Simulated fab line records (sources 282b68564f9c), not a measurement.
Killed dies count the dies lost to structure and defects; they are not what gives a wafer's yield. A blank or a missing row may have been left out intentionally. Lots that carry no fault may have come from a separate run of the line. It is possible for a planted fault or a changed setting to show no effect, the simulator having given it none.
Split-lot study || flow rit-cmos || route with 202 steps; 5 lots, 23 wafers read

== ABOUT THE SPLIT ==
At RIT_NWELL_IMPLANT_08, the setting energy-kev was moved away from the recipe's 170 on 10 of the 23 wafers read, by -2.4% to +4.6%. For the rest of the wafers, this setting stayed at what the recipe calls for.

The reading comes from the split's own step.

== THE READING ==
In nm, at RIT_NWELL_IMPLANT_08: implant.drp-nm, which is the simulator's own figure and was read by no gauge. No usual value for it is given in the file.

{"wafer": "L076.1", "tool, chamber at the split": "implanter-03, 0", "energy-kev as run": 170, "against the recipe": "recipe", "implant.drp-nm, nm": 68.82, "against lot-mates on the recipe": "-"}
{"wafer": "L076.5", "tool, chamber at the split": "implanter-03, 0", "energy-kev as run": 170, "against the recipe": "recipe", "implant.drp-nm, nm": 68.82, "against lot-mates on the recipe": "-"}
{"wafer": "L076.6", "tool, chamber at the split": "implanter-03, 0", "energy-kev as run": 170, "against the recipe": "recipe", "implant.drp-nm, nm": 68.82, "against lot-mates on the recipe": "-"}
{"wafer": "L076.2", "tool, chamber at the split": "implanter-03, 0", "energy-kev as run": 166, "against the recipe": "-2.4%", "implant.drp-nm, nm": 67.63, "against lot-mates on the recipe": -1.19}
{"wafer": "L076.4", "tool, chamber at the split": "implanter-03, 0", "energy-kev as run": 166, "against the recipe": "-2.4%", "implant.drp-nm, nm": 67.63, "against lot-mates on the recipe": -1.19}
{"wafer": "L079.2", "tool, chamber at the split": "implanter-03, 0", "energy-kev as run": 170, "against the recipe": "recipe", "implant.drp-nm, nm": 68.82, "against lot-mates on the recipe": "-"}
{"wafer": "L079.3", "tool, chamber at the split": "implanter-03, 0", "energy-kev as run": 170, "against the recipe": "recipe", "implant.drp-nm, nm": 68.82, "against lot-mates on the recipe": "-"}
{"wafer": "L079.5", "tool, chamber at the split": "implanter-03, 0", "energy-kev as run": 170, "against the recipe": "recipe", "implant.drp-nm, nm": 68.82, "against lot-mates on the recipe": "-"}
{"wafer": "L079.4", "tool, chamber at the split": "implanter-03, 0", "energy-kev as run": 175.2, "against the recipe": "+3.1%", "implant.drp-nm, nm": 70.4, "against lot-mates on the recipe": "+1.58"}
{"wafer": "L079.6", "tool, chamber at the split": "implanter-03, 0", "energy-kev as run": 175.2, "against the recipe": "+3.1%", "implant.drp-nm, nm": 70.4, "against lot-mates on the recipe": "+1.58"}
{"wafer": "L080.1", "tool, chamber at the split": "implanter-04, 0", "energy-kev as run": 177.8, "against the recipe": "+4.6%", "implant.drp-nm, nm": 71.18, "against lot-mates on the recipe": "+2.36"}
{"wafer": "L080.3", "tool, chamber at the split": "implanter-04, 0", "energy-kev as run": 177.8, "against the recipe": "+4.6%", "implant.drp-nm, nm": 71.18, "against lot-mates on the recipe": "+2.36"}
{"wafer": "L080.4", "tool, chamber at the split": "implanter-04, 0", "energy-kev as run": 177.8, "against the recipe": "+4.6%", "implant.drp-nm, nm": 71.18, "against lot-mates on the recipe": "+2.36"}
{"wafer": "L080.5", "tool, chamber at the split": "implanter-04, 0", "energy-kev as run": 170, "against the recipe": "recipe", "implant.drp-nm, nm": 68.82, "against lot-mates on the recipe": "-"}
{"wafer": "L080.6", "tool, chamber at the split": "implanter-04, 0", "energy-kev as run": 170, "against the recipe": "recipe", "implant.drp-nm, nm": 68.82, "against lot-mates on the recipe": "-"}
{"wafer": "L083.1", "tool, chamber at the split": "implanter-03, 0", "energy-kev as run": 170, "against the recipe": "recipe", "implant.drp-nm, nm": 68.82, "against lot-mates on the recipe": "-"}
{"wafer": "L083.3", "tool, chamber at the split": "implanter-03, 0", "energy-kev as run": 170, "against the recipe": "recipe", "implant.drp-nm, nm": 68.82, "against lot-mates on the recipe": "-"}
{"wafer": "L083.5", "tool, chamber at the split": "implanter-03, 0", "energy-kev as run": 170, "against the recipe": "recipe", "implant.drp-nm, nm": 68.82, "against lot-mates on the recipe": "-"}
{"wafer": "L085.1", "tool, chamber at the split": "implanter-04, 0", "energy-kev as run": 170, "against the recipe": "recipe", "implant.drp-nm, nm": 68.82, "against lot-mates on the recipe": "-"}
{"wafer": "L085.5", "tool, chamber at the split": "implanter-04, 0", "energy-kev as run": 170, "against the recipe": "recipe", "implant.drp-nm, nm": 68.82, "against lot-mates on the recipe": "-"}
{"wafer": "L085.2", "tool, chamber at the split": "implanter-04, 0", "energy-kev as run": 175.7, "against the recipe": "+3.4%", "implant.drp-nm, nm": 70.55, "against lot-mates on the recipe": "+1.73"}
{"wafer": "L085.3", "tool, chamber at the split": "implanter-04, 0", "energy-kev as run": 175.7, "against the recipe": "+3.4%", "implant.drp-nm, nm": 70.55, "against lot-mates on the recipe": "+1.73"}
{"wafer": "L085.4", "tool, chamber at the split": "implanter-04, 0", "energy-kev as run": 175.7, "against the recipe": "+3.4%", "implant.drp-nm, nm": 70.55, "against lot-mates on the recipe": "+1.73"}

THE FIT
A straight line over all 23 wafers: implant.drp-nm changes by +0.514 nm for each +1% of energy-kev; r = +1.00; the points scatter about the line by 0.0059 nm.
The same after taking each lot's own level away (the mean of its wafers on the recipe; 23 wafers): +0.514 nm for each +1%; r = +1.00; scatter 0.0059 nm.
On that fit, the largest move of energy-kev shifts the reading by 2.4 nm.
The lots' own levels span 68.820 to 68.820 nm.
Hence the lot-to-lot level has little effect on the slope; both slopes agree.
Check: for one of the wafers moved furthest among these (+4.6%), held out of the fit, the line's prediction against its lot-mates is +2.36 nm. It came out at +2.36 nm against them.

== OTHER SPLITS ON THESE WAFERS ==
Other splits were also applied to these wafers ahead of the reading. Each is held against what the fit with the lots' levels taken away leaves over:
{"other split on the same wafers": "RIT_ACTIVE_OXIDATION_01 ox-time-s", "wafers away from the commonest value": 15, "r with implant.drp-nm (lot level and that fit taken away)": "+0.21"}
{"other split on the same wafers": "RIT_FOX2_OXIDATION_00 ox-time-s", "wafers away from the commonest value": 18, "r with implant.drp-nm (lot level and that fit taken away)": "+0.07"}

== THE WHOLE CHAIN: every reading that the file lists as answering this split, in the file's order ==
{"step": "RIT_NWELL_IMPLANT_08", "what it does": "", "reading": "implant.rp-nm (the simulator's own value, which no gauge read)", "change (the file's fit)": "+2.2 nm for each +1% of the setting", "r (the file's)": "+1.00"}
{"step": "RIT_NWELL_IMPLANT_08", "what it does": "", "reading": "implant.drp-nm (the simulator's own value, which no gauge read)", "change (the file's fit)": "+0.514 nm for each +1% of the setting", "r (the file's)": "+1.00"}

== THE FILE'S OWN FIT ==
implant.drp-nm changes by +0.514 nm for each +1% of energy-kev, r = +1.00.
